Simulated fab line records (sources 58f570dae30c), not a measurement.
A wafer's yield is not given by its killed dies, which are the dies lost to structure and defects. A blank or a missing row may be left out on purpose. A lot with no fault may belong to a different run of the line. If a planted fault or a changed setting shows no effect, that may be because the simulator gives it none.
Split-lot study ; flow berkeleyCmos170 ; route with 331 steps; 5 lots, 23 wafers read

== ABOUT THE SPLIT ==
At UCB170_M3_COAT_10 (resist thk 900 nm), the setting spinRpm was moved away from the recipe's 1500 rpm on 8 of the 23 wafers read, by -5.3% to +3.7%. All remaining wafers had this setting at the recipe value.

The split's own step is where the reading is taken.

== THE READING ==
KrF_of_M3_COAT_10.thkNm (the simulator's own value, which no gauge read), in nm, at UCB170_M3_COAT_10 (resist thk 900 nm). There is no usual value for it anywhere in the file. The 15 wafers here that ran the recipe average 900.9 nm, standard deviation 2.8 nm.

wafer;tool, chamber at the split;spinRpm as run, rpm;against the recipe;KrF_of_M3_COAT_10.thkNm, nm;against lot-mates on the recipe
L074.1;lithoTrack-02, 0;1548;+3.2%;885.1;-16.7
L074.2;lithoTrack-02, 0;1548;+3.2%;885.7;-16.1
L074.3;lithoTrack-02, 0;1500;recipe;902.9;-
L074.5;lithoTrack-02, 0;1500;recipe;900.7;-
L074.6;lithoTrack-02, 0;1548;+3.2%;886.9;-14.9
L077.1;lithoTrack-04, 0;1421;-5.3%;929.2;+25.5
L077.2;lithoTrack-04, 0;1500;recipe;903.1;-
L077.3;lithoTrack-04, 0;1421;-5.3%;929.5;+25.8
L077.4;lithoTrack-04, 0;1500;recipe;904.2;-
L077.5;lithoTrack-04, 0;1421;-5.3%;931.4;+27.7
L079.3;lithoTrack-02, 0;1500;recipe;902.4;-
L079.4;lithoTrack-02, 0;1500;recipe;903.8;-
L079.5;lithoTrack-02, 0;1500;recipe;905.2;-
L081.1;lithoTrack-02, 0;1500;recipe;897;-
L081.2;lithoTrack-02, 0;1500;recipe;899.7;-
L081.4;lithoTrack-02, 0;1500;recipe;899.7;-
L081.3;lithoTrack-02, 0;1500;recipe;894.4;-
L081.5;lithoTrack-02, 0;1500;recipe;900;-
L084.1;lithoTrack-03, 0;1556;+3.7%;885.2;-15.0
L084.3;lithoTrack-03, 0;1500;recipe;898.1;-
L084.4;lithoTrack-03, 0;1556;+3.7%;884.1;-16.1
L084.5;lithoTrack-03, 0;1500;recipe;901;-
L084.6;lithoTrack-03, 0;1500;recipe;901.5;-

FIT RESULTS
A straight line over all 23 wafers: KrF_of_M3_COAT_10.thkNm changes by -5.12 nm for each +1% of spinRpm; r = -0.98; the points scatter about the line by 2.7 nm.
The same after taking each lot's own level away (the mean of its wafers on the recipe; 23 wafers): -4.84 nm for each +1%; r = -0.99; scatter 1.6 nm.
That fit puts the effect of the largest move of spinRpm on the reading at 25 nm.
Across the lots, their own levels run from 898.16 to 903.80 nm, a range of 2.0 times the standard deviation given above.
The two slopes are in agreement: the lot-to-lot level therefore moves the slope only a little.
Check: with one of the wafers moved furthest among these (-5.3%) left out of the fit, the line predicts +25.8 nm for it against its lot-mates. Against them it came out at +25.5 nm.

== OTHER SPLITS ON THESE WAFERS ==
Other splits were also applied to these wafers ahead of the reading. Each is held against what the fit with the lots' levels taken away leaves over:
other split on the same wafers;wafers away from the commonest value;r with KrF_of_M3_COAT_10.thkNm (lot level and that fit taken away)
UCB170_V2_ETCH_14 rfW;11;+0.06

== FILE'S OWN FIT ==
KrF_of_M3_COAT_10.thkNm changes by -4.77 nm for each +1% of spinRpm, r = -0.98.
